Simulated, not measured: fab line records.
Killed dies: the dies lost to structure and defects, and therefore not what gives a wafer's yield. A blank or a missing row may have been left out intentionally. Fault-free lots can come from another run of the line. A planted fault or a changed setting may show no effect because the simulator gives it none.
Which of the tools did it? :: flow berkeleyCmos170 :: at 1 step of a route of 331, 7 lots with 21 wafers sampled

WHAT THE GAUGES SHOWED, per wafer
UCB170_M1_OVL_MEAS_10.
lot: L335
measured: day 8 16:20
on: overlay-02
M1_OVL (nm): -7 -5 -11

lot: L337
measured: day 9 05:05
on: overlay-01
M1_OVL (nm): -9 -7 -6

lot: L338
measured: day 9 11:49
on: overlay-01
M1_OVL (nm): 1 -8 -1

lot: L343
measured: day 10 11:44
on: overlay-02
M1_OVL (nm): -4 -7 -2

lot: L350
measured: day 12 08:29
on: overlay-01
M1_OVL (nm): -1 1 7

lot: L354
measured: day 13 06:31
on: overlay-01
M1_OVL (nm): 2 1 5

lot: L357
measured: day 13 23:10
on: overlay-01
M1_OVL (nm): -2 0 8

TOOL THAT RAN EACH LOT (tool first, then ch and the chambers of the sampled wafers, then the start)
Record: no process step prior to these readings.

THE ANSWER, worked out from the rows above alone
Rule: usual is defined by the lots themselves. The widest of any qualifying gaps counts: lots, ordered by their means at a reading, are off when they make up no more than a third of the lots, leave a main group of 4 or more, and stand apart from it by 3 or more times the standard deviation of that group's means. A main group is skipped when, at the precision printed for the reading in the tables above, its means are all equal. A lot without any number at a reading at which 4 lots or more have one is off too. The other lots that the step has rows for count as sound.
None of the lots is off at any reading shown; this tells nothing.

WHAT THE SIMULATOR PUT IN
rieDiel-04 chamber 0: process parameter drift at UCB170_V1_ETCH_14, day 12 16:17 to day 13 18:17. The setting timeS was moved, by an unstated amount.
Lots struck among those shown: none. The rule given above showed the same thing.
